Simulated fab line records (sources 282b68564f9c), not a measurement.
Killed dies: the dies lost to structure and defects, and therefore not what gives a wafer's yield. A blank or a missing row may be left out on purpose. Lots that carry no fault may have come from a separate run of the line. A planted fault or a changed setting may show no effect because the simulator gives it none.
Which of the tools did it? || flow ritCmos || Sampling: 14 lots, 42 wafers, 4 of 202 route steps

WHAT EACH GAUGE READ, for each wafer
RIT_GATE_OVL_MEAS_17. Usual: GATE_OVL gives -0.9 nm (standard deviation 1.4).
{"lot": "L541", "measured": "day 3 06:07", "on": "overlay-02", "GATE_OVL (nm)": "-2.9 -3.9 -3.5", "flag": ""}
{"lot": "L546", "measured": "day 4 14:47", "on": "overlay-01", "GATE_OVL (nm)": "0.3 1.8 0.7", "flag": ""}
{"lot": "L547", "measured": "day 4 14:53", "on": "overlay-02", "GATE_OVL (nm)": "0.7 0.0 -1.1", "flag": ""}
{"lot": "L548", "measured": "day 4 21:43", "on": "overlay-01", "GATE_OVL (nm)": "-1.5 -0.1 0.6", "flag": ""}
{"lot": "L552", "measured": "day 5 17:04", "on": "overlay-01", "GATE_OVL (nm)": "0.1 -0.3 -0.6", "flag": ""}
{"lot": "L551", "measured": "day 5 17:19", "on": "overlay-01", "GATE_OVL (nm)": "-4.0 -2.2 -2.7", "flag": ""}
{"lot": "L555", "measured": "day 6 03:38", "on": "overlay-02", "GATE_OVL (nm)": "-1.2 -0.8 -1.5", "flag": ""}
{"lot": "L554", "measured": "day 6 03:55", "on": "overlay-01", "GATE_OVL (nm)": "-0.8 -0.9 -1.3", "flag": ""}
{"lot": "L553", "measured": "day 6 03:55", "on": "overlay-02", "GATE_OVL (nm)": "-1.0 -2.4 -1.4", "flag": ""}
{"lot": "L559", "measured": "day 6 18:25", "on": "overlay-02", "GATE_OVL (nm)": "-2.3 -1.3 -2.3", "flag": ""}
{"lot": "L560", "measured": "day 6 21:37", "on": "overlay-02", "GATE_OVL (nm)": "-1.5 -1.1 -1.1", "flag": ""}
{"lot": "L561", "measured": "day 7 02:05", "on": "overlay-02", "GATE_OVL (nm)": "0.9 1.8 0.1", "flag": ""}
{"lot": "L563", "measured": "day 7 11:02", "on": "overlay-02", "GATE_OVL (nm)": "-0.7 -1.5 0.6", "flag": ""}
{"lot": "L564", "measured": "day 7 12:55", "on": "overlay-02", "GATE_OVL (nm)": "-2.0 -2.1 -1.1", "flag": ""}

RIT_NLDD_OVL_MEAS_06. Usual: NLDD_OVL gives -0.1 nm (standard deviation 1.6).
{"lot": "L541", "measured": "day 3 11:46", "on": "overlay-02", "NLDD_OVL (nm)": "-1.3 0.1 -0.1", "flag": ""}
{"lot": "L546", "measured": "day 4 22:22", "on": "overlay-01", "NLDD_OVL (nm)": "-3.6 -3.4 -1.5", "flag": ""}
{"lot": "L547", "measured": "day 4 19:36", "on": "overlay-02", "NLDD_OVL (nm)": "-3.8 -2.5 -0.8", "flag": ""}
{"lot": "L548", "measured": "day 5 02:45", "on": "overlay-01", "NLDD_OVL (nm)": "2.3 0.7 2.2", "flag": ""}
{"lot": "L552", "measured": "day 5 23:58", "on": "overlay-02", "NLDD_OVL (nm)": "0.4 -0.8 -0.4", "flag": ""}
{"lot": "L551", "measured": "day 5 23:51", "on": "overlay-01", "NLDD_OVL (nm)": "-2.6 -3.5 -3.0", "flag": ""}
{"lot": "L555", "measured": "day 6 09:05", "on": "overlay-02", "NLDD_OVL (nm)": "2.5 1.5 1.1", "flag": ""}
{"lot": "L554", "measured": "day 6 11:46", "on": "overlay-01", "NLDD_OVL (nm)": "-2.6 -1.1 -0.5", "flag": ""}
{"lot": "L553", "measured": "day 6 09:11", "on": "overlay-01", "NLDD_OVL (nm)": "1.1 0.9 1.4", "flag": ""}
{"lot": "L559", "measured": "day 6 22:58", "on": "overlay-02", "NLDD_OVL (nm)": "-0.7 -0.2 -0.5", "flag": ""}
{"lot": "L560", "measured": "day 7 03:16", "on": "overlay-02", "NLDD_OVL (nm)": "-1.2 -1.6 -2.3", "flag": ""}
{"lot": "L561", "measured": "day 7 07:34", "on": "overlay-01", "NLDD_OVL (nm)": "1.3 1.8 1.7", "flag": ""}
{"lot": "L563", "measured": "day 7 15:35", "on": "overlay-01", "NLDD_OVL (nm)": "1.2 0.9 -0.3", "flag": ""}
{"lot": "L564", "measured": "day 7 17:57", "on": "overlay-02", "NLDD_OVL (nm)": "0.9 1.3 1.6", "flag": ""}

RIT_PLDD_OVL_MEAS_06. Usual: PLDD_OVL gives -1.0 nm (standard deviation 1.4).
{"lot": "L541", "measured": "day 3 13:11", "on": "overlay-02", "PLDD_OVL (nm)": "-1.8 -1.9 -2.3", "flag": ""}
{"lot": "L546", "measured": "day 4 23:47", "on": "overlay-02", "PLDD_OVL (nm)": "-1.0 -0.5 -0.4", "flag": ""}
{"lot": "L547", "measured": "day 4 21:01", "on": "overlay-02", "PLDD_OVL (nm)": "1.8 -0.5 1.5", "flag": ""}
{"lot": "L548", "measured": "day 5 04:49", "on": "overlay-01", "PLDD_OVL (nm)": "-2.8 -3.5 -2.8", "flag": ""}
{"lot": "L552", "measured": "day 6 01:47", "on": "overlay-02", "PLDD_OVL (nm)": "0.0 0.2 1.3", "flag": ""}
{"lot": "L551", "measured": "day 6 01:30", "on": "overlay-01", "PLDD_OVL (nm)": "-0.1 -0.5 0.1", "flag": ""}
{"lot": "L555", "measured": "day 6 10:57", "on": "overlay-02", "PLDD_OVL (nm)": "-2.5 -2.1 -1.7", "flag": ""}
{"lot": "L554", "measured": "day 6 13:26", "on": "overlay-01", "PLDD_OVL (nm)": "-0.3 -0.8 -1.6", "flag": ""}
{"lot": "L553", "measured": "day 6 10:56", "on": "overlay-01", "PLDD_OVL (nm)": "-0.9 -1.3 -1.3", "flag": ""}
{"lot": "L559", "measured": "day 7 00:41", "on": "overlay-01", "PLDD_OVL (nm)": "-3.9 -2.8 -1.3", "flag": ""}
{"lot": "L560", "measured": "day 7 04:48", "on": "overlay-01", "PLDD_OVL (nm)": "-2.9 -4.5 -2.3", "flag": ""}
{"lot": "L561", "measured": "day 7 09:14", "on": "overlay-02", "PLDD_OVL (nm)": "0.2 -0.3 1.0", "flag": ""}
{"lot": "L563", "measured": "day 7 17:00", "on": "overlay-02", "PLDD_OVL (nm)": "-2.2 -0.8 -0.6", "flag": ""}
{"lot": "L564", "measured": "day 7 19:22", "on": "overlay-01", "PLDD_OVL (nm)": "0.8 -0.2 -0.9", "flag": ""}

WHICH TOOL RAN EACH LOT (tool, then ch and the chambers of the sampled wafers, then the start)
{"lot": "L541", "RIT_PLDD_PEB_04": "lithoTrack-02 ch 0, day 3 12:55"}
{"lot": "L546", "RIT_PLDD_PEB_04": "lithoTrack-01 ch 0, day 4 23:33"}
{"lot": "L547", "RIT_PLDD_PEB_04": "lithoTrack-01 ch 0, day 4 20:45"}
{"lot": "L548", "RIT_PLDD_PEB_04": "lithoTrack-01 ch 0, day 5 04:32"}
{"lot": "L552", "RIT_PLDD_PEB_04": "lithoTrack-03 ch 0, day 6 01:29"}
{"lot": "L551", "RIT_PLDD_PEB_04": "lithoTrack-02 ch 0, day 6 01:13"}
{"lot": "L555", "RIT_PLDD_PEB_04": "lithoTrack-01 ch 0, day 6 10:42"}
{"lot": "L554", "RIT_PLDD_PEB_04": "lithoTrack-02 ch 0, day 6 13:08"}
{"lot": "L553", "RIT_PLDD_PEB_04": "lithoTrack-02 ch 0, day 6 10:39"}
{"lot": "L559", "RIT_PLDD_PEB_04": "lithoTrack-01, day 7 00:26"}
{"lot": "L560", "RIT_PLDD_PEB_04": "lithoTrack-02, day 7 04:34"}
{"lot": "L561", "RIT_PLDD_PEB_04": "lithoTrack-03 ch 0, day 7 09:00"}
{"lot": "L563", "RIT_PLDD_PEB_04": "lithoTrack-03 ch 0, day 7 16:46"}
{"lot": "L564", "RIT_PLDD_PEB_04": "lithoTrack-02 ch 0, day 7 19:05"}
- RIT_PLDD_PEB_04

AS READ BY THE TOOLS THEMSELVES (means over the sampled wafers that have a number; for cases with no such wafer, the mark the record gives instead)
RIT_PLDD_PEB_04. Usual: exhaustPa 44.9 Pa, standard deviation 0.95.
{"lot": "L541", "tool": "lithoTrack-02", "exhaustPa (Pa)": 44.9, "flag": ""}
{"lot": "L546", "tool": "lithoTrack-01", "exhaustPa (Pa)": 45.8, "flag": ""}
{"lot": "L547", "tool": "lithoTrack-01", "exhaustPa (Pa)": 44.4, "flag": ""}
{"lot": "L548", "tool": "lithoTrack-01", "exhaustPa (Pa)": 44.9, "flag": ""}
{"lot": "L552", "tool": "lithoTrack-03", "exhaustPa (Pa)": 44.5, "flag": ""}
{"lot": "L551", "tool": "lithoTrack-02", "exhaustPa (Pa)": 45.6, "flag": ""}
{"lot": "L555", "tool": "lithoTrack-01", "exhaustPa (Pa)": 44.6, "flag": ""}
{"lot": "L554", "tool": "lithoTrack-02", "exhaustPa (Pa)": 44.4, "flag": ""}
{"lot": "L553", "tool": "lithoTrack-02", "exhaustPa (Pa)": 45.9, "flag": ""}
{"lot": "L559", "tool": "lithoTrack-01", "exhaustPa (Pa)": "-", "flag": "OFF"}
{"lot": "L560", "tool": "lithoTrack-02", "exhaustPa (Pa)": "-", "flag": "OFF"}
{"lot": "L561", "tool": "lithoTrack-03", "exhaustPa (Pa)": 44.6, "flag": ""}
{"lot": "L563", "tool": "lithoTrack-03", "exhaustPa (Pa)": 45.7, "flag": ""}
{"lot": "L564", "tool": "lithoTrack-02", "exhaustPa (Pa)": 46.2, "flag": ""}

THE ANSWER, worked out from the rows above alone
Rule: lot off if the mean of its wafers having a number is beyond 3 standard deviations from the usual mean. Also off: a lot with no number at a reading for which 4 or more lots have one. The other lots that the step has rows for count as sound. First the gauges in route order, then the tools' own readings, where a lot's mean is used as printed above. At the first step where some lot is off, the reading lying furthest off is the one used; lots without a number count as furthest.
Off: L559, L560, at RIT_PLDD_PEB_04 (exhaustPa). Without a number there: L559, L560.
A tool fits if, at that step or a process step before it, it ran every lot that is off, and no sound lot after the first of them. None of those tried fits.

WHAT THE SIMULATOR HAD INSERTED
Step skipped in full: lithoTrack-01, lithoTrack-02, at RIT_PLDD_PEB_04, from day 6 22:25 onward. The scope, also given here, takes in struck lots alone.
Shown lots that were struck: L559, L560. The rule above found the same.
